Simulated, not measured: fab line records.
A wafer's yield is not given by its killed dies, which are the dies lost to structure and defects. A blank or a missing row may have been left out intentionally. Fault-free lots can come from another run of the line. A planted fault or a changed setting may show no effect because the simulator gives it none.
A lot that was struck, set against a sound lot / flow berkeley-cmos170 / 43 steps out of a route of 331
Sound: these wafers, L362.1, L362.2, L362.5. Struck: wafer L372.5 (L372.4, L372.6, from the same lot, were not struck and are left out); the cause is given at the end.
Each step with rows lists, per side, the tool, then ch with its chambers, then its first start. Under that, the readings that differ: sound wafers / struck wafers / difference of the means / sigmas: that difference in standard deviations of wafers without a fault.
alike: words and numbers the same on both sides, and readings whose means are apart by under 2 such deviations; not compared: readings that were withheld, readings missing a value for some wafer, numbers with overlapping values and no deviation given by the record, and bounds like >300 which may hide the same value.
Wherever a step has rows on one side only, a row that says differs or no value, or a row with sigmas, the two part there. Non-overlapping numbers with no deviation appear without sigmas and do not part them. A reading that every wafer of one side lacks parts them only if that side has two wafers or more.

first, 9 steps without rows for these wafers: UCB170_M2_SOFTBAKE_06 (time 60 s); UCB170_M2_STRIP_07 (strips in O2); UCB170_M2_STRIP_08 (strips KrF in DMSO, time 600 s); UCB170_M2_COAT_09; UCB170_M2_COAT_10 (resist thk 900 nm); UCB170_M2_SOFTBAKE_11 (time 60 s); UCB170_M2_EXPOSE_12 (exposes mask METAL2, target cd 700 nm); UCB170_M2_PEB_13; UCB170_M2_DEVELOP_14 (develop time 45 s).
UCB170_M2_CD_MEAS_15 targets a cd of 700 nm.
  sound on cd-sem-01 at day 9 22:15; struck on cd-sem-02 at day 12 01:35
  alike: cd-nm
UCB170_M2_OVL_MEAS_16:
  sound on overlay-01 at day 9 22:22; struck on overlay-01 at day 12 01:40
  alike: M2_OVL
UCB170_M2_ETCH_17: etches BARC in N2/H2.
  sound on rie-diel-01 ch 0,3, day 9 22:25; struck on rie-diel-04 ch 0, day 12 01:41
  alike: drypump-motor-current-A, oes-product-au, throttle-valve-pct
UCB170_M2_METAL_ETCH_18: etches Al in Cl2/BCl3, stops on SiO2, target depth 1170 nm, time 195 s.
  sound on rie-metal-01 ch 0,1, day 9 22:27; struck on rie-metal-01 ch 0, day 12 01:47
  alike: drypump-motor-current-A, oes-product-au, throttle-valve-pct
  not compared: rf-hours-counter-h
then, 1 step without rows for these wafers: UCB170_M2_STRIP_19 (strips in O2).
UCB170_M2_CD_MEAS_90 targets a cd of 700 nm.
  sound on cd-sem-02 at day 9 22:44; struck on cd-sem-02 at day 12 02:04
  alike: cd-nm
UCB170_V2_CVD_00: deposits SiO2 from TEOS/O2, target thk 2000 nm, time 250 s.
  sound on pecvd-03 ch 0,1,2, day 9 22:51; struck on pecvd-01 ch 2, day 12 02:13
  alike: heater-power-w
  not compared: since-wet-clean-h
UCB170_V2_THK_MEAS_01:
  sound on film-metro-04 at day 9 23:01; struck on film-metro-04 at day 12 02:19
reading=V2_TEOS_THK (nm); sound=1960 2004 2028; struck=2071; difference=+74; sigmas=+2
UCB170_V2_CMP_02: polishes SiO2.
  sound on cmp-02 ch 0,1,2, day 9 23:04; struck on cmp-02 ch 0, day 12 02:24
  alike: head-pressure-psi, motor-current-A
UCB170_V2_BOW_MEAS_03:
  sound on film-metro-02 at day 9 23:22; struck on film-metro-04 at day 12 02:43
  alike: V2_BOW
UCB170_V2_THK_MEAS_04:
  sound on film-metro-02 at day 9 23:29; struck on film-metro-04 at day 12 02:48
  alike: V2_POLISHED_THK
then, 7 steps without rows for these wafers: UCB170_V2_CLEAN_05 (cleans in DIW); UCB170_V2_HMDS_06 (prime time 60 s); UCB170_V2_COAT_07 (resist thk 900 nm); UCB170_V2_SOFTBAKE_08 (time 61.37 s); UCB170_V2_EXPOSE_09 (exposes mask VIA2, target cd 700 nm); UCB170_V2_PEB_10; UCB170_V2_DEVELOP_11 (develop time 45 s).
UCB170_V2_CD_MEAS_12 targets a cd of 700 nm.
  sound on cd-sem-02 at day 10 02:00; struck on cd-sem-01 at day 12 04:04
  alike: cd-nm
UCB170_V2_OVL_MEAS_13:
  sound on overlay-02 at day 10 02:07; struck on overlay-02 at day 12 04:08
  alike: V2_OVL
UCB170_V2_ETCH_14: etches SiO2 in CHF3/CF4/Ar, stops on Al, target depth 1250 nm, time 291 s.
  sound on rie-diel-03 ch 1,2, day 10 02:09; struck on rie-diel-02 ch 0, day 12 04:10
  alike: drypump-motor-current-A, mfc-ar-sccm, oes-product-au, throttle-valve-pct
  not compared: rf-hours-counter-h
then, 1 step without rows for these wafers: UCB170_V2_STRIP_15 (strips in O2).
UCB170_V2_CD_MEAS_90 targets a cd of 700 nm.
  sound on cd-sem-01 at day 10 02:31; struck on cd-sem-01 at day 12 04:30
  alike: cd-nm
then, 1 step without rows for these wafers: UCB170_M3_PRE_CLEAN_00 (preclean etch time 60 s).
UCB170_M3_SPUTTER_01: material Al, target thk 900 nm, time 120 s.
  sound on pvd-sputter-04 at day 10 02:43; struck on pvd-sputter-01 at day 12 04:37
reading=throttle-valve-pct (%); sound=28.0 29.4 28.0; struck=30.7; difference=+2.2; sigmas=+2
UCB170_M3_RS_MEAS_02: the measuring method here is four-point-probe.
  sound on film-metro-01 at day 10 02:47; struck on film-metro-01 at day 12 04:46
reading=M3_AL_RS (ohm/sq); sound=0.0312 0.0311 0.0311; struck=0.0322; difference=+0.0011; sigmas=+3
UCB170_M3_THK_MEAS_03: measures by xrf.
  sound on film-metro-01 at day 10 02:55; struck on film-metro-01 at day 12 04:52
reading=M3_AL_THK (nm); sound=928 930 929; struck=896; difference=-33; sigmas=-3
then, 6 steps without rows for these wafers: UCB170_M3_HMDS_04 (prime time 60 s); UCB170_M3_COAT_05 (resist thk 900 nm); UCB170_M3_SOFTBAKE_06 (time 60 s); UCB170_M3_STRIP_07 (strips in O2); UCB170_M3_STRIP_08 (strips KrF in DMSO, time 600 s); UCB170_M3_COAT_09.
UCB170_M3_PROBE_99:
  only the struck wafers here have rows in the record (prober-01, day 12 08:05); the sound ones have none

## WHERE THEY PART
At UCB170_V2_THK_MEAS_01 first; at UCB170_M3_PROBE_99 last (within this record only).

WHY: the cause the simulator had injected
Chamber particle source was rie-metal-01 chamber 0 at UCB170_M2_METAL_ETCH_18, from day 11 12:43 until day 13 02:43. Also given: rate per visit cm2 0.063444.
